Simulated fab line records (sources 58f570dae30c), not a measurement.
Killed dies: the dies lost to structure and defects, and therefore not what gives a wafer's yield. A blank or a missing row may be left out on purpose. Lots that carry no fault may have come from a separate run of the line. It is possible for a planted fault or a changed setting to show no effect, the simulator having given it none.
A struck lot beside a sound one    flow berkeleyCmos170    22 out of 331 route steps
Sound: wafers L495.2, L495.4, L495.5. The struck wafers were L503.2, L503.5, L503.6. The cause comes at the end.
Per side, at each step with rows, come the tool, then ch with its chambers, and then its first start. Under that, the readings that differ: sound wafers    struck wafers    difference of the means    sigmas: that difference in standard deviations of wafers without a fault.
alike: readings with means less than 2 such deviations apart, plus words and numbers identical on both sides. not compared: withheld readings, readings lacking a value on some wafer, bounds such as >300 that could conceal the same value, and numbers that have no deviation in the record and whose values overlap.
Wherever a step has rows on one side only, a row that says differs or no value, or a row with sigmas, the two part there. Non-overlapping numbers with no deviation appear without sigmas and do not part them. Lack of a reading on every wafer of one side parts them only where that side has two or more wafers.

UCB170_NWELL_ETCH_13: etches Si3N4 in CH3F/Ar/O2, stops on SiO2, target depth 246.4 nm, time 154 s.
  sound on rieDiel-02 ch 1,2,3, day 3 01:53; struck on rieDiel-02 ch 1,2,3, day 4 15:01
  alike: drypumpMotorCurrentA, oesProductAu, throttleValvePct
  not compared: rfHoursCounterH
after that, 1 step had no rows for these wafers: UCB170_NWELL_IMPLANT_14.
UCB170_NWELL_STRIP_15: strips in O2.
  sound on plasmaAsher-01 ch 0,1, day 3 02:08; struck on plasmaAsher-01 ch 0,1, day 4 15:16
  alike: drypumpMotorCurrentA, oesProductAu, stripTimeToEndpointS
  not compared: rfHoursCounterH
UCB170_NWELL_TW_MEAS_16:
  sound: filmMetro-02 at day 3 02:15; struck: filmMetro-03 at day 4 15:22
  alike: NWELL_TW
then, 6 steps without rows for these wafers: UCB170_NWELL_CLEAN_17 (cleans in SPM, time 600 s); UCB170_NWELL_WET_ETCH_18 (etches Si3N4 in H3PO4, time 14400 s); UCB170_NWELL_WET_ETCH_19 (etches SiO2 in BOE, time 22 s); UCB170_PWELL_CLEAN_00 (cleans in SPM, time 600 s); UCB170_PWELL_CLEAN_01 (cleans in dHF, time 60 s); UCB170_PWELL_OXIDATION_02 (target thk 26.4 nm, ox time 1260 s).
UCB170_PWELL_THK_MEAS_03:
  sound: filmMetro-02 at day 3 15:13; struck: filmMetro-02 at day 4 23:31
  alike: PWELL_OXIDE_THK
then, 1 step without rows for these wafers: UCB170_PWELL_ANNEAL_04 (time 900 s).
UCB170_PWELL_CVD_05: deposits Si3N4 from SiH2Cl2/NH3, target thk 220 nm, time 3300 s.
  sound on lpcvd-01 ch 0, day 3 19:22; struck on lpcvd-01 ch 1, day 5 03:32
reading                                 sound              struck             difference  sigmas
sih2cl2FlowSccm (sccm)                  24.89 24.94 24.98  37.36 37.50 37.56  +12.54      +99 or more
model.Si3N4_of_PWELL_CVD_05.thkNm (nm)  221.9 223.6 223.3  247.2 246.2 247.6  +24.1       
UCB170_PWELL_THK_MEAS_06:
  sound: filmMetro-01 at day 3 21:17; struck: filmMetro-01 at day 5 06:38
reading                 sound              struck             difference  sigmas
PWELL_NITRIDE_THK (nm)  221.8 223.6 223.2  247.2 246.3 247.8  +24.2       +12
  not compared: hold
then, 5 steps without rows for these wafers: UCB170_PWELL_COAT_08 (resist thk 900 nm); UCB170_PWELL_SOFTBAKE_09 (time 60 s); UCB170_PWELL_EXPOSE_10 (exposes mask PWELL, target cd 3000 nm); UCB170_PWELL_PEB_11; UCB170_PWELL_DEVELOP_12 (develop time 45 s).
UCB170_PWELL_OVL_MEAS_13:
  sound: overlay-02 at day 3 22:41; struck: overlay-02 at day 5 09:28
  alike: PWELL_OVL
UCB170_PWELL_ETCH_14: etches Si3N4 in CH3F/Ar/O2, stops on SiO2, target depth 242 nm, time 146.3 s.
  sound on rieDiel-02 ch 2,3, day 3 22:43; struck on rieDiel-03 ch 2,3, day 5 09:30
reading                   sound              struck             difference  sigmas
drypumpMotorCurrentA (A)  5.7 5.1 5.1        6.6 6.6 6.1        +1.1        +3
oesProductAu (a.u.)       0.992 0.973 0.981  1.033 1.034 0.990  +0.037      +2
model.etch.depthNm (nm)   221.9 223.6 223.3  236.8 235.6 233.5  +12.4       
  alike: throttleValvePct
  not compared: rfHoursCounterH
after that, 1 step had no rows for these wafers: UCB170_PWELL_IMPLANT_15.

WHERE THEY PART
At UCB170_PWELL_CVD_05 first; at UCB170_PWELL_ETCH_14 last (within this record only).

WHY: whatever the simulator had introduced
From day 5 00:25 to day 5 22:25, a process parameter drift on lpcvd-01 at UCB170_PWELL_CVD_05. The setting sih2cl2FlowSccm was moved by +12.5, starting from 25. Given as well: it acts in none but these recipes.
